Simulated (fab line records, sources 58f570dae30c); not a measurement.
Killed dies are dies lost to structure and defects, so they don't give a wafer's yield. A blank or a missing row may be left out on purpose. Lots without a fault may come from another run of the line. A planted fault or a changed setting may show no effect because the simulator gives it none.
fab line records | flow berkeley_cmos170
record lots=5 wafers=23
route steps=331 shown PSD@183 NSD@196 BACKSIDE@200 SDANNEAL@204 SILICIDE@211 M1@238 M2@283
start_h: hours from the record's first day to the start of the lot's first wafer shown | wait_h: hours since the lot's step before | " the same as in the row above | L1.1+2: a row that stands for several wafers | - no value, or no start given | * or withheld: withheld | < > ~ a bound
route shown NAME@n: a module of which the file shows steps, and the number in the route of the first | usual: mean/standard deviation of fault-free wafers | same: alike in all rows | chamber/n: place in a boat | sites: the reading at each site | _std_site: their standard deviation | _edge_site: outer sites' mean less inner sites' | radius_mm: how far each site lies from the wafer's centre | mask NAME#n: copy n | behind: the tool/chamber that last shaped the wafer | hold: why the lot was held/for how many hours/how that ended | device: the transistor (n, p or np) that didn't switch | end of line: the same wafers' tests at the end of the route | a step without rows: its recipe alone | killed: dies lost to structure and defects at the first sort, not the wafer's yield | map: a wafer's dies, x killed, . not, _ none there
set.NAME: the setting as run; set.NAME@STEP: as run at that earlier step | model.NAME: the simulator's own value behind a step, which no gauge read
lots whose settings were changed on purpose; a table a step, a row a wafer
## steps
# step UCB170_PSD_IMPLANT_08
# recipe species=B dose_cm2=3e+15 energy_kev=20 tilt_deg=7
# columns lot.wafer tool chamber start_h wait_h set.dose_cm2
L074.1+2+5 implanter-01 0 171.65 0.0 3e+15
L078.1+3+4+5+6 implanter-03 0 187.65 0.0 3e+15
L080.2+3+4+5+6 implanter-02 0 188.05 0.0 3e+15
L081.1+3+6 implanter-01 0 210.57 0.0 2.903e+15
L081.2+5 " 0 " " 3e+15
L084.2+5 implanter-01 0 226.87 0.0 3.206e+15
L084.3+4+6 " 0 " " 3e+15
# step UCB170_PSD_STRIP_09
# recipe chemistry=O2 power_w=400 pressure_mtorr=3500 platen_temp_c=withheld o2_flow_sccm=400 overash_fraction=0.5
# usual strip_time_to_endpoint_s=29.41/0.064
# columns lot.wafer tool chamber start_h wait_h set.dose_cm2@PSD_IMPLANT_08 strip_time_to_endpoint_s
L074.1 plasma_asher-04 1 171.80 0.1 3e+15 29.52
L074.2 " 0 " " 3e+15 29.46
L074.5 " 0 " " 3e+15 29.48
L078.1 plasma_asher-04 1 187.80 0.1 3e+15 29.37
L078.3 " 1 " " 3e+15 29.48
L078.4 " 0 " " 3e+15 29.43
L078.5 " 0 " " 3e+15 29.41
L078.6 " 1 " " 3e+15 29.41
L080.2 plasma_asher-04 0 188.17 0.1 3e+15 29.43
L080.3 " 0 " " 3e+15 29.45
L080.4 " 1 " " 3e+15 29.37
L080.5 " 1 " " 3e+15 29.46
L080.6 " 0 " " 3e+15 29.44
L081.1 plasma_asher-02 1 210.72 0.1 2.903e+15 29.01
L081.2 " 0 " " 3e+15 29.36
L081.3 " 1 " " 2.903e+15 28.96
L081.5 " 1 " " 3e+15 29.37
L081.6 " 0 " " 2.903e+15 28.90
L084.2 plasma_asher-02 1 226.99 0.1 3.206e+15 30.06
L084.3 " 0 " " 3e+15 29.35
L084.4 " 1 " " 3e+15 29.31
L084.5 " 0 " " 3.206e+15 30.05
L084.6 " 1 " " 3e+15 29.32
# step UCB170_PSD_TW_MEAS_10
# usual PSD_TW=2331/9.2
# columns lot.wafer tool chamber start_h wait_h set.dose_cm2@PSD_IMPLANT_08 PSD_TW
L074.1 film_metro-04 - 171.90 0.1 3e+15 2332
L074.2 " - " " 3e+15 2334
L074.5 " - " " 3e+15 2321
L078.1 film_metro-01 - 187.90 0.1 3e+15 2328
L078.3 " - " " 3e+15 2320
L078.4 " - " " 3e+15 2325
L078.5 " - " " 3e+15 2332
L078.6 " - " " 3e+15 2323
L080.2 film_metro-01 - 188.28 0.1 3e+15 2335
L080.3 " - " " 3e+15 2324
L080.4 " - " " 3e+15 2324
L080.5 " - " " 3e+15 2336
L080.6 " - " " 3e+15 2335
L081.1 film_metro-03 - 210.82 0.1 2.903e+15 2301
L081.2 " - " " 3e+15 2317
L081.3 " - " " 2.903e+15 2300
L081.5 " - " " 3e+15 2335
L081.6 " - " " 2.903e+15 2300
L084.2 film_metro-03 - 227.10 0.1 3.206e+15 2393
L084.3 " - " " 3e+15 2317
L084.4 " - " " 3e+15 2332
L084.5 " - " " 3.206e+15 2383
L084.6 " - " " 3e+15 2321
# step UCB170_NSD_STRIP_09
# recipe chemistry=O2 power_w=400 pressure_mtorr=3500 platen_temp_c=withheld o2_flow_sccm=400 overash_fraction=0.5
# usual strip_time_to_endpoint_s=35.81/0.076
# columns lot.wafer tool chamber start_h wait_h set.power_w strip_time_to_endpoint_s
L074.1 plasma_asher-01 1 175.99 0.1 400 35.84
L074.2 " 0 " " 400 35.83
L074.5 " 1 " " 400 35.87
L078.1 plasma_asher-01 1 190.15 0.1 400 35.87
L078.3 " 0 " " 400 35.77
L078.4 " 1 " " 400 35.86
L078.5 " 1 " " 400 35.79
L078.6 " 0 " " 400 35.75
L080.2 plasma_asher-03 1 190.90 0.1 400 35.87
L080.3 " 1 " " 400 35.88
L080.4 " 0 " " 382.1 37.15
L080.5 " 1 " " 382.1 37.11
L080.6 " 0 " " 400 35.85
L081.1 plasma_asher-04 1 214.30 0.1 417.7 34.62
L081.2 " 0 " " 417.7 34.57
L081.3 " 1 " " 400 35.74
L081.5 " 0 " " 417.7 34.62
L081.6 " 1 " " 400 35.79
L084.2 plasma_asher-03 1 229.05 0.1 400 35.65
L084.3 " 1 " " 400 35.71
L084.4 " 0 " " 400 35.64
L084.5 " 0 " " 400 35.61
L084.6 " 1 " " 400 35.65
# step UCB170_BACKSIDE_COAT_01
# recipe resist=KrF spin_rpm=1500 resist_thk_nm=900
# columns lot.wafer tool chamber start_h wait_h set.spin_rpm model.KrF_of_BACKSIDE_COAT_01.thk_nm
L074.1 litho_track-01 0 176.90 0.1 1500 904.9
L074.2 " 0 " " 1500 903.1
L074.5 " 0 " " 1500 905.8
L078.1 litho_track-01 0 190.95 0.1 1549 886.8
L078.3 " 0 " " 1549 886.6
L078.4 " 0 " " 1549 885.7
L078.5 " 0 " " 1500 900
L078.6 " 0 " " 1500 900.4
L080.2 litho_track-02 0 191.49 0.1 1590 875.3
L080.3 " 0 " " 1590 874.3
L080.4 " 0 " " 1500 901.8
L080.5 " 0 " " 1590 875.1
L080.6 " 0 " " 1500 899.4
L081.1 litho_track-01 0 215.13 0.1 1500 901.3
L081.2 " 0 " " 1536 889.4
L081.3 " 0 " " 1536 890.2
L081.5 " 0 " " 1500 899.6
L081.6 " 0 " " 1536 886.9
L084.2 litho_track-01 0 229.88 0.1 1500 898.8
L084.3 " 0 " " 1500 898.3
L084.4 " 0 " " 1500 898.4
L084.5 " 0 " " 1600 870.6
L084.6 " 0 " " 1600 868.1
# step UCB170_BACKSIDE_SOFTBAKE_02
# recipe resist=KrF temp_c=130 time_s=60
# step UCB170_BACKSIDE_STRIP_03
# recipe chemistry=O2 power_w=400 pressure_mtorr=3500 platen_temp_c=withheld o2_flow_sccm=400 overash_fraction=0.5
# usual strip_time_to_endpoint_s=22.00/0.055
# columns lot.wafer tool chamber start_h wait_h set.spin_rpm@BACKSIDE_COAT_01 strip_time_to_endpoint_s
L074.1 plasma_asher-03 1 177.20 0.1 1500 22.09
L074.2 " 0 " " 1500 22.03
L074.5 " 0 " " 1500 22.11
L078.1 plasma_asher-01 1 191.25 0.1 1549 21.65
L078.3 " 1 " " 1549 21.65
L078.4 " 0 " " 1549 21.62
L078.5 " 0 " " 1500 21.95
L078.6 " 1 " " 1500 21.98
L080.2 plasma_asher-02 0 191.77 0.1 1590 21.36
L080.3 " 1 " " 1590 21.35
L080.4 " 0 " " 1500 22.01
L080.5 " 0 " " 1590 21.37
L080.6 " 1 " " 1500 21.94
L081.1 plasma_asher-02 0 215.43 0.1 1500 22.00
L081.2 " 1 " " 1536 21.71
L081.3 " 1 " " 1536 21.73
L081.5 " 0 " " 1500 21.96
L081.6 " 1 " " 1536 21.65
L084.2 plasma_asher-03 1 230.16 0.1 1500 21.95
L084.3 " 1 " " 1500 21.93
L084.4 " 0 " " 1500 21.92
L084.5 " 0 " " 1600 21.26
L084.6 " 1 " " 1600 21.20
# step UCB170_BACKSIDE_CLEAN_04
# recipe chemistry=SPM temp_c=120 time_s=600
# step UCB170_SDANNEAL_RTA_00
# recipe temp_c=900 time_s=10 ambient=N2
# step UCB170_SDANNEAL_RTA_01
# recipe temp_c=1050 time_s=5 ambient=N2
# step UCB170_SDANNEAL_RS_MEAS_02
# recipe thk_meas_gauge=four-point-probe
# usual PSD_RS=75.55/0.28
# columns lot.wafer tool chamber start_h wait_h set.dose_cm2@PSD_IMPLANT_08 PSD_RS[ohm/sq]
L074.1 film_metro-01 - 177.62 0.0 3e+15 75.19
L074.2 " - " " 3e+15 75.40
L074.5 " - " " 3e+15 75.41
L078.1 film_metro-03 - 191.66 0.0 3e+15 75.83
L078.3 " - " " 3e+15 75.86
L078.4 " - " " 3e+15 76.07
L078.5 " - " " 3e+15 76.12
L078.6 " - " " 3e+15 75.90
L080.2 film_metro-03 - 192.22 0.1 3e+15 75.82
L080.3 " - " " 3e+15 75.77
L080.4 " - " " 3e+15 75.70
L080.5 " - " " 3e+15 75.65
L080.6 " - " " 3e+15 75.27
L081.1 film_metro-03 - 215.83 0.0 2.903e+15 77.56
L081.2 " - " " 3e+15 75.47
L081.3 " - " " 2.903e+15 77.44
L081.5 " - " " 3e+15 75.34
L081.6 " - " " 2.903e+15 77.80
L084.2 film_metro-04 - 230.61 0.1 3.206e+15 71.63
L084.3 " - " " 3e+15 75.55
L084.4 " - " " 3e+15 75.65
L084.5 " - " " 3.206e+15 71.81
L084.6 " - " " 3e+15 75.69
# step UCB170_SILICIDE_SPUTTER_01
# recipe material=Ti target_thk_nm=30 time_s=25 power_w=1500 chamber_pressure_pa=0.5
# columns lot.wafer tool chamber start_h wait_h set.power_w model.Ti_of_SILICIDE_SPUTTER_01.thk_nm
L074.1 pvd_sputter-01 - 178.17 0.0 1500 30.08
L074.2 " - " " 1500 29.1
L074.5 " - " " 1500 29.43
L078.1 pvd_sputter-02 - 192.21 0.0 1500 29.81
L078.3 " - " " 1500 29.72
L078.4 " - " " 1661 33.09
L078.5 " - " " 1661 33.02
L078.6 " - " " 1661 33.01
L080.2 pvd_sputter-02 - 192.75 0.0 1500 29
L080.3 " - " " 1500 29.86
L080.4 " - " " 1500 29.99
L080.5 " - " " 1500 28.99
L080.6 " - " " 1500 29.88
L081.1 pvd_sputter-03 - 216.38 0.0 1500 29.94
L081.2 " - " " 1500 29.66
L081.3 " - " " 1500 30.47
L081.5 " - " " 1500 30.3
L081.6 " - " " 1500 29.95
L084.2 pvd_sputter-02 - 231.13 0.0 1605 31.29
L084.3 " - " " 1605 32.51
L084.4 " - " " 1500 30.33
L084.5 " - " " 1500 30.27
L084.6 " - " " 1500 30.19
# step UCB170_SILICIDE_RS_MEAS_02
# recipe thk_meas_gauge=four-point-probe reads=Ti_of_SILICIDE_SPUTTER_01
# usual SILICIDE_TI_RS=26.2/0.45
# columns lot.wafer tool chamber start_h wait_h set.power_w@SILICIDE_SPUTTER_01 SILICIDE_TI_RS[ohm/sq]
L074.1 film_metro-02 - 178.20 0.0 1500 26.1
L074.2 " - " " 1500 27.1
L074.5 " - " " 1500 26.8
L078.1 film_metro-02 - 192.24 0.0 1500 26.3
L078.3 " - " " 1500 26.4
L078.4 " - " " 1661 23.3
L078.5 " - " " 1661 23.4
L078.6 " - " " 1661 23.4
L080.2 film_metro-02 - 192.80 0.0 1500 27.3
L080.3 " - " " 1500 26.3
L080.4 " - " " 1500 26.2
L080.5 " - " " 1500 27.2
L080.6 " - " " 1500 26.3
L081.1 film_metro-01 - 216.41 0.0 1500 26.1
L081.2 " - " " 1500 26.4
L081.3 " - " " 1500 25.6
L081.5 " - " " 1500 25.8
L081.6 " - " " 1500 26.2
L084.2 film_metro-02 - 231.18 0.0 1605 24.9
L084.3 " - " " 1605 23.8
L084.4 " - " " 1500 25.8
L084.5 " - " " 1500 25.9
L084.6 " - " " 1500 25.9
# step UCB170_SILICIDE_THK_MEAS_03
# recipe thk_meas_gauge=xrf reads=Ti_of_SILICIDE_SPUTTER_01
# usual SILICIDE_TI_THK=29.8/0.41
# columns lot.wafer tool chamber start_h wait_h set.power_w@SILICIDE_SPUTTER_01 SILICIDE_TI_THK[nm]
L074.1 film_metro-02 - 178.32 0.1 1500 30.1
L074.2 " - " " 1500 29.1
L074.5 " - " " 1500 29.5
L078.1 film_metro-02 - 192.36 0.1 1500 29.8
L078.3 " - " " 1500 29.7
L078.4 " - " " 1661 33.0
L078.5 " - " " 1661 33.0
L078.6 " - " " 1661 33.1
L080.2 film_metro-02 - 192.91 0.1 1500 29.0
L080.3 " - " " 1500 29.9
L080.4 " - " " 1500 30.1
L080.5 " - " " 1500 28.9
L080.6 " - " " 1500 29.8
L081.1 film_metro-01 - 216.53 0.1 1500 29.8
L081.2 " - " " 1500 29.4
L081.3 " - " " 1500 30.1
L081.5 " - " " 1500 30.1
L081.6 " - " " 1500 29.7
L084.2 film_metro-02 - 231.29 0.1 1605 31.2
L084.3 " - " " 1605 32.3
L084.4 " - " " 1500 30.1
L084.5 " - " " 1500 30.2
L084.6 " - " " 1500 30.2
# step UCB170_M1_SPUTTER_00
# recipe material=Al target_thk_nm=600 time_s=80 power_w=6000 chamber_pressure_pa=0.5
# columns lot.wafer tool chamber start_h wait_h set.time_s model.Al_of_M1_SPUTTER_00.thk_nm
L074.1 pvd_sputter-04 - 183.10 0.0 80 596.8
L074.2 " - " " 80 590.7
L074.5 " - " " 80 602.8
L078.1 pvd_sputter-03 - 197.30 0.0 80 599.8
L078.3 " - " " 69.98 532.8
L078.4 " - " " 69.98 516.7
L078.5 " - " " 69.98 520.8
L078.6 " - " " 80 593.1
L080.2 pvd_sputter-04 - 199.47 0.0 89.39 690.4
L080.3 " - " " 80 619.8
L080.4 " - " " 80 611.9
L080.5 " - " " 89.39 676.3
L080.6 " - " " 80 617.7
L081.1 pvd_sputter-03 - 223.58 0.0 70.47 531.4
L081.2 " - " " 70.47 520.4
L081.3 " - " " 80 603.8
L081.5 " - " " 80 596.4
L081.6 " - " " 70.47 523.5
L084.2 pvd_sputter-03 - 238.09 0.0 86.85 657.9
L084.3 " - " " 80 594.4
L084.4 " - " " 80 605.6
L084.5 " - " " 80 602.9
L084.6 " - " " 86.85 654
# step UCB170_M1_RS_MEAS_01
# recipe thk_meas_gauge=four-point-probe reads=Al_of_M1_SPUTTER_00
# usual M1_AL_RS=0.0486/0.00069
# columns lot.wafer tool chamber start_h wait_h set.time_s@M1_SPUTTER_00 M1_AL_RS[ohm/sq]
L074.1 film_metro-04 - 183.16 0.0 80 0.0488
L074.2 " - " " 80 0.0494
L074.5 " - " " 80 0.0483
L078.1 film_metro-04 - 197.37 0.0 80 0.0486
L078.3 " - " " 69.98 0.0547
L078.4 " - " " 69.98 0.0565
L078.5 " - " " 69.98 0.0560
L078.6 " - " " 80 0.0490
L080.2 film_metro-01 - 199.55 0.1 89.39 0.0421
L080.3 " - " " 80 0.0469
L080.4 " - " " 80 0.0476
L080.5 " - " " 89.39 0.0430
L080.6 " - " " 80 0.0471
L081.1 film_metro-04 - 223.64 0.0 70.47 0.0549
L081.2 " - " " 70.47 0.0561
L081.3 " - " " 80 0.0483
L081.5 " - " " 80 0.0488
L081.6 " - " " 70.47 0.0557
L084.2 film_metro-03 - 238.18 0.1 86.85 0.0442
L084.3 " - " " 80 0.0491
L084.4 " - " " 80 0.0481
L084.5 " - " " 80 0.0484
L084.6 " - " " 86.85 0.0444
# step UCB170_M1_THK_MEAS_02
# recipe thk_meas_gauge=xrf reads=Al_of_M1_SPUTTER_00
# usual M1_AL_THK=595/10
# columns lot.wafer tool chamber start_h wait_h set.time_s@M1_SPUTTER_00 M1_AL_THK[nm]
L074.1 film_metro-04 - 183.28 0.1 80 591
L074.2 " - " " 80 587
L074.5 " - " " 80 602
L078.1 film_metro-04 - 197.49 0.1 80 599
L078.3 " - " " 69.98 526
L078.4 " - " " 69.98 512
L078.5 " - " " 69.98 515
L078.6 " - " " 80 590
L080.2 film_metro-01 - 199.66 0.1 89.39 692
L080.3 " - " " 80 621
L080.4 " - " " 80 613
L080.5 " - " " 89.39 677
L080.6 " - " " 80 620
L081.1 film_metro-04 - 223.76 0.1 70.47 524
L081.2 " - " " 70.47 514
L081.3 " - " " 80 596
L081.5 " - " " 80 585
L081.6 " - " " 70.47 518
L084.2 film_metro-03 - 238.29 0.1 86.85 656
L084.3 " - " " 80 591
L084.4 " - " " 80 605
L084.5 " - " " 80 603
L084.6 " - " " 86.85 652
# step UCB170_M1_METAL_ETCH_12
# recipe chemistry=Cl2/BCl3 target=Al stop_on=PSG pressure_mtorr=12 target_depth_a=7800 over_etch_frac=0.3 time_s=130 icp_w=600 bias_w=120 Cl2_flow_sccm=90 bcl3_flow_sccm=45
# usual oes_product_au=0.848/0.013
# columns lot.wafer tool chamber start_h wait_h set.bias_w set.time_s@M1_SPUTTER_00 oes_product_au
L074.1 rie_metal-03 1 184.50 - 120 80 0.860
L074.2 " 0 " " 120 80 0.838
L074.5 " 1 " " 120 80 0.865
L078.1 rie_metal-04 0 198.74 - 129.2 80 0.864
L078.3 " 1 " " 129.2 69.98 0.779
L078.4 " 0 " " 120 69.98 0.802
L078.5 " 0 " " 129.2 69.98 0.802
L078.6 " 1 " " 120 80 0.833
L080.2 rie_metal-04 1 200.79 - 120 89.39 0.905
L080.3 " 1 " " 120 80 0.852
L080.4 " 0 " " 120 80 0.868
L080.5 " 0 " " 109.4 89.39 0.931
L080.6 " 1 " " 109.4 80 0.849
L081.1 rie_metal-03 1 224.86 - 120 70.47 0.810
L081.2 " 0 " " 120 70.47 0.785
L081.3 " 1 " " 120 80 0.864
L081.5 " 1 " " 120 80 0.846
L081.6 " 0 " " 120 70.47 0.788
L084.2 rie_metal-01 0 240.59 - 120 86.85 0.908
L084.3 " 1 " " 129.8 80 0.839
L084.4 " 0 " " 120 80 0.868
L084.5 " 0 " " 129.8 80 0.856
L084.6 " 1 " " 129.8 86.85 0.879
# step UCB170_M2_EXPOSE_12
# recipe mask_id=METAL2 target_cd_nm=700 na=0.5 sigma_outer=0.6 source_shape=conventional dose_mj=26
# columns lot.wafer tool chamber start_h wait_h mask set.dose_mj
L074.1+2+5 krf_scanner-01 0 192.15 - METAL2#0 26
L078.1+6 krf_scanner-01 0 208.72 - METAL2#0 26
L078.3+4+5 " 0 " " METAL2#0 26.88
L080.2+3+4+5+6 krf_scanner-01 0 - - METAL2#0 26
L081.1+2+3 krf_scanner-01 0 231.33 - METAL2#0 26
L081.5+6 " 0 " " METAL2#0 27.02
L084.2+3+4+5+6 krf_scanner-01 0 249.37 - METAL2#0 26
# step UCB170_M2_PEB_13
# recipe peb_temp_c=130 peb_time_s=withheld resist=KrF
# step UCB170_M2_DEVELOP_14
# recipe developer=TMAH develop_time_s=45 resist=KrF dev_temp_c=21
# step UCB170_M2_CD_MEAS_15
# recipe target_cd_nm=700
# usual cd_nm=699.5/1.1
# columns lot.wafer tool chamber start_h wait_h set.dose_mj@M2_EXPOSE_12 cd_nm
L074.1 cd_sem-02 - 192.54 - 26 701.7
L074.2 " - " " 26 701.5
L074.5 " - " " 26 700.8
L078.1 cd_sem-02 - 209.36 - 26 701.4
L078.3 " - " " 26.88 695.4
L078.4 " - " " 26.88 696.2
L078.5 " - " " 26.88 694.3
L078.6 " - " " 26 702.0
L080.2 cd_sem-01 - 213.90 - 26 701.6
L080.3 " - " " 26 699.5
L080.4 " - " " 26 699.1
L080.5 " - " " 26 700.5
L080.6 " - " " 26 699.2
L081.1 cd_sem-02 - 231.72 - 26 699.8
L081.2 " - " " 26 699.8
L081.3 " - " " 26 698.0
L081.5 " - " " 27.02 692.6
L081.6 " - " " 27.02 692.0
L084.2 cd_sem-01 - 250.55 - 26 699.0
L084.3 " - " " 26 699.0
L084.4 " - " " 26 698.5
L084.5 " - " " 26 699.4
L084.6 " - " " 26 698.9
# step UCB170_M2_ETCH_17
# recipe chemistry=N2/H2 target_depth_a=withheld overetch_a=withheld target=BARC time_s=withheld source_w=500 bias_w=100 pressure_mtorr=30 n2_flow_sccm=100 h2_flow_sccm=200
# columns lot.wafer tool chamber start_h wait_h set.dose_mj@M2_EXPOSE_12 model.M2.cd_nm
L074.1+2 rie_diel-03 1,2 192.70 0.0 26 701.8
L074.5 " 3 " " 26 702.4
L078.1 rie_diel-04 1 209.51 0.0 26 700.1
L078.3 " 2 " " 26.88 695.2
L078.4 " 3 " " 26.88 696.5
L078.5 " 0 " " 26.88 694.2
L078.6 " 1 " " 26 701.1
L080.2 rie_diel-04 1 214.03 0.0 26 701.1
L080.3 " 0 " " 26 699.1
L080.4 " 3 " " 26 699.9
L080.5 " 0 " " 26 700.2
L080.6 " 1 " " 26 698.6
L081.1 rie_diel-03 2 231.88 0.0 26 700.3
L081.2 " 3 " " 26 700.7
L081.3 " 1 " " 26 697.8
L081.5 " 3 " " 27.02 694
L081.6 " 0 " " 27.02 691.9
L084.2 rie_diel-04 3 250.69 0.0 26 699.5
L084.3+6 " 0 " " 26 698.3
L084.4 " 2 " " 26 696.6
L084.5 " 3 " " 26 699.8
## key
split step=UCB170_PSD_IMPLANT_08 setting=dose_cm2 stated=3e+15 by=wafer
response step=UCB170_PSD_STRIP_09 reading=strip_time_to_endpoint_s change=* per=1% r=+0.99
response step=UCB170_PSD_TW_MEAS_10 reading=PSD_TW change=+9.18 per=1% r=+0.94
response step=UCB170_SDANNEAL_RS_MEAS_02 reading=PSD_RS change=-0.589 per=1% r=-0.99
split step=UCB170_NSD_STRIP_09 setting=power_w stated=400 by=wafer
response step=UCB170_NSD_STRIP_09 reading=strip_time_to_endpoint_s change=* per=1% r=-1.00
split step=UCB170_BACKSIDE_COAT_01 setting=spin_rpm stated=1500 by=wafer
response step=UCB170_BACKSIDE_COAT_01 reading=model.KrF_of_BACKSIDE_COAT_01.thk_nm change=-4.35 per=1% r=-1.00
response step=UCB170_BACKSIDE_STRIP_03 reading=strip_time_to_endpoint_s change=* per=1% r=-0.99
split step=UCB170_SILICIDE_SPUTTER_01 setting=power_w stated=1500 by=wafer
response step=UCB170_SILICIDE_SPUTTER_01 reading=model.Ti_of_SILICIDE_SPUTTER_01.thk_nm change=+0.284 per=1% r=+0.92
response step=UCB170_SILICIDE_RS_MEAS_02 reading=SILICIDE_TI_RS change=-0.258 per=1% r=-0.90
response step=UCB170_SILICIDE_THK_MEAS_03 reading=SILICIDE_TI_THK change=+0.286 per=1% r=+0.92
split step=UCB170_M1_SPUTTER_00 setting=time_s stated=80 by=wafer
response step=UCB170_M1_SPUTTER_00 reading=model.Al_of_M1_SPUTTER_00.thk_nm change=+6.01 per=1% r=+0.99
response step=UCB170_M1_RS_MEAS_01 reading=M1_AL_RS change=-0.000513 per=1% r=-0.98
response step=UCB170_M1_THK_MEAS_02 reading=M1_AL_THK change=+6.01 per=1% r=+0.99
response step=UCB170_M1_METAL_ETCH_12 reading=oes_product_au change=+0.00481 per=1% r=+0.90
split step=UCB170_M1_METAL_ETCH_12 setting=bias_w stated=120 by=wafer
response none clear
split step=UCB170_M2_EXPOSE_12 setting=dose_mj stated=26 by=wafer
response step=UCB170_M2_CD_MEAS_15 reading=cd_nm change=-1.81 per=1% r=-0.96
response step=UCB170_M2_ETCH_17 reading=model.M2.cd_nm change=-1.63 per=1% r=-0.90
